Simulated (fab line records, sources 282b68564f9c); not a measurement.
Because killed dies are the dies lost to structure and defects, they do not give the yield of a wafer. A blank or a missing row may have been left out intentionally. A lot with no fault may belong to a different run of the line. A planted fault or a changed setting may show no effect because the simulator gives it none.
Which tool was responsible? -- flow ritCmos -- 14 lots with 42 wafers sampled at 6 steps, on a route of 202 steps

## WHAT THE GAUGES SHOWED, per wafer
RIT_ACTIVE_BOW_MEAS_00.
lot,measured,on,INCOMING_BOW (um)
L571,day 1 10:01,filmMetro-03,-5 -3 4
L573,day 1 20:02,filmMetro-03,0 -1 -3
L574,day 2 01:00,filmMetro-03,5 5 10
L575,day 2 06:00,filmMetro-03,11 -6 -15
L576,day 2 11:00,filmMetro-03,0 10 8
L578,day 2 21:00,filmMetro-01,7 -5 -4
L580,day 3 07:01,filmMetro-01,0 4 4
L581,day 3 12:00,filmMetro-03,2 10 1
L582,day 3 17:01,filmMetro-03,0 12 -5
L588,day 4 23:00,filmMetro-03,-1 9 1
L590,day 5 09:00,filmMetro-02,-2 6 -5
L591,day 5 14:02,filmMetro-02,-5 -4 -1
L593,day 6 00:00,filmMetro-02,0 7 6
L594,day 6 05:00,filmMetro-03,10 1 12

RIT_FOX2_THK_MEAS_90.
lot,measured,on,FIELD_OXIDE_LEFT_1_THK (nm)
L571,day 1 19:56,filmMetro-02,337 328 328
L573,day 2 06:40,filmMetro-01,325 324 319
L574,day 2 10:33,filmMetro-04,329 329 334
L575,day 2 15:24,filmMetro-04,334 334 329
L576,day 3 00:16,filmMetro-04,333 333 330
L578,day 3 06:34,filmMetro-04,327 336 331
L580,day 3 16:22,filmMetro-04,331 335 332
L581,day 3 21:11,filmMetro-01,339 331 339
L582,day 4 04:08,filmMetro-01,321 319 321
L588,day 5 11:16,filmMetro-02,321 316 321
L590,day 5 19:37,filmMetro-02,322 321 325
L591,day 6 01:02,filmMetro-04,321 318 320
L593,day 6 10:11,filmMetro-04,328 328 330
L594,day 6 17:11,filmMetro-04,319 319 328

RIT_GATE_CD_MEAS_90: target cd 150 nm.
lot,measured,on,cdNm (nm)
L571,day 2 13:11,cdSem-01,152.0 149.1 150.3
L573,day 3 01:49,cdSem-01,148.2 148.0 148.3
L574,day 3 04:06,cdSem-01,149.2 152.1 150.1
L575,day 3 09:19,cdSem-01,150.7 148.4 148.4
L576,day 3 18:44,cdSem-01,149.1 148.6 149.1
L578,day 4 00:26,cdSem-01,151.7 154.3 152.5
L580,day 4 09:38,cdSem-02,143.2 149.6 150.3
L581,day 4 15:57,cdSem-01,151.0 153.0 154.2
L582,day 4 20:45,cdSem-01,146.4 146.5 145.4
L588,day 6 06:12,cdSem-01,148.5 147.2 147.8
L590,day 6 12:53,cdSem-01,147.9 147.9 146.8
L591,day 6 21:23,cdSem-02,149.2 147.9 149.7
L593,day 7 03:51,cdSem-02,145.0 145.2 143.5
L594,day 7 10:47,cdSem-01,154.4 155.2 152.7

RIT_SILICIDE_RS_MEAS_02: measures by four-point-probe.
lot,measured,on,SILICIDE_TI_RS (ohm/sq)
L571,day 3 02:22,filmMetro-04,48.2 46.8 47.6
L573,day 3 15:14,filmMetro-01,48.6 48.7 48.7
L574,day 3 16:52,filmMetro-02,47.4 47.2 48.8
L575,day 3 22:09,filmMetro-04,49.3 48.6 49.6
L576,day 4 08:08,filmMetro-01,47.8 47.3 46.9
L578,day 4 13:27,filmMetro-04,48.6 49.3 48.7
L580,day 4 22:26,filmMetro-01,47.4 46.7 46.3
L581,day 5 06:55,filmMetro-04,47.5 47.0 46.3
L582,day 5 09:40,filmMetro-02,48.9 48.2 49.0
L588,day 6 19:13,filmMetro-01,65.7 65.3 66.1
L590,day 7 03:55,filmMetro-02,65.2 63.9 64.0
L591,day 7 09:59,filmMetro-01,48.6 48.8 49.0
L593,day 7 16:32,filmMetro-04,47.9 48.3 48.4
L594,day 8 00:17,filmMetro-04,48.3 47.7 47.5

RIT_SILICIDE_THK_MEAS_03: measures by xrf.
lot,measured,on,SILICIDE_TI_THK (nm)
L571,day 3 02:28,filmMetro-04,30.4 31.0 30.5
L573,day 3 15:20,filmMetro-01,30.0 30.0 29.9
L574,day 3 16:59,filmMetro-02,30.4 30.5 29.6
L575,day 3 22:16,filmMetro-04,29.7 30.0 29.5
L576,day 4 08:15,filmMetro-01,30.4 30.5 31.0
L578,day 4 13:34,filmMetro-04,30.2 29.9 30.2
L580,day 4 22:32,filmMetro-01,30.6 31.1 31.2
L581,day 5 07:02,filmMetro-04,30.8 30.9 31.2
L582,day 5 09:46,filmMetro-02,29.6 29.8 29.5
L588,day 6 19:20,filmMetro-01,23.6 23.6 23.4
L590,day 7 04:02,filmMetro-02,23.7 24.1 23.9
L591,day 7 10:05,filmMetro-01,30.1 29.9 29.9
L593,day 7 16:39,filmMetro-04,30.3 30.0 30.1
L594,day 8 00:24,filmMetro-04,30.5 30.7 30.7

## TOOL THAT RAN EACH LOT (tool first, then ch and the chambers of the sampled wafers, then the start)
lot,RIT_SILICIDE_SPUTTER_01
L571,"pvdSputter-03, day 3 02:11"
L573,"pvdSputter-03, day 3 15:03"
L574,"pvdSputter-04, day 3 16:43"
L575,"pvdSputter-03, day 3 22:00"
L576,"pvdSputter-02, day 4 07:59"
L578,"pvdSputter-03, day 4 13:18"
L580,"pvdSputter-03, day 4 22:16"
L581,"pvdSputter-02, day 5 06:46"
L582,"pvdSputter-03, day 5 09:29"
L588,"pvdSputter-03, day 6 19:04"
L590,"pvdSputter-03, day 7 03:46"
L591,"pvdSputter-02, day 7 09:48"
L593,"pvdSputter-02, day 7 16:23"
L594,"pvdSputter-04, day 8 00:08"
- RIT_SILICIDE_SPUTTER_01: material Ti, target thk 30 nm, time 240 s.

## WHAT THE TOOLS THEMSELVES READ (means of the sampled wafers that have a number; where no wafer has one, the mark that the record gives instead)
RIT_SILICIDE_SPUTTER_01.
lot,tool,throttleValvePct (%)
L571,pvdSputter-03,29.9
L573,pvdSputter-03,29.6
L574,pvdSputter-04,29.9
L575,pvdSputter-03,30.2
L576,pvdSputter-02,30.3
L578,pvdSputter-03,30.6
L580,pvdSputter-03,30.2
L581,pvdSputter-02,29.9
L582,pvdSputter-03,30.1
L588,pvdSputter-03,31.5
L590,pvdSputter-03,30.9
L591,pvdSputter-02,30.8
L593,pvdSputter-02,30.3
L594,pvdSputter-04,30.0

## THE ANSWER, worked out from the rows above alone
Rule: the lots themselves supply what counts as usual. Put in order of their means at a reading, lots are off if they are a third of the lots or fewer, leave a main group of 4 or more, and stand apart from it by a gap of 3 or more times the standard deviation of the main group's means; of several such gaps the widest counts. A main group whose means are all the same, to the digits that the tables above print for the reading, isn't used. A lot without any number at a reading at which 4 lots or more have one is off too. The other lots that the step has rows for count as sound. The gauges are gone through in route order, then the tools' own readings, and for those a lot's mean is taken as printed above. At the first step where some lot is off, the reading lying furthest off is the one used; lots without a number count as furthest.
Off: L588, L590, seen at RIT_SILICIDE_RS_MEAS_02 (SILICIDE_TI_RS). The main group: mean 48.1 ohm/sq, standard deviation 0.76.
If a tool, at a process step before that reading, ran all the lots that are off and no sound lot after the first of them, it fits. Those tools and the gauges at RIT_SILICIDE_RS_MEAS_02 are tried in the same way. One fits: pvdSputter-03 at RIT_SILICIDE_SPUTTER_01. A fault onset in the window from L582 (day 5 09:29, its last sound lot) to L588 (day 6 19:04, its first lot off) fits.

## WHAT THE SIMULATOR HAD INSERTED
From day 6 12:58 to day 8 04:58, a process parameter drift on pvdSputter-03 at RIT_SILICIDE_SPUTTER_01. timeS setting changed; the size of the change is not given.
Shown lots that were struck: L588, L590. The rule above found the same.
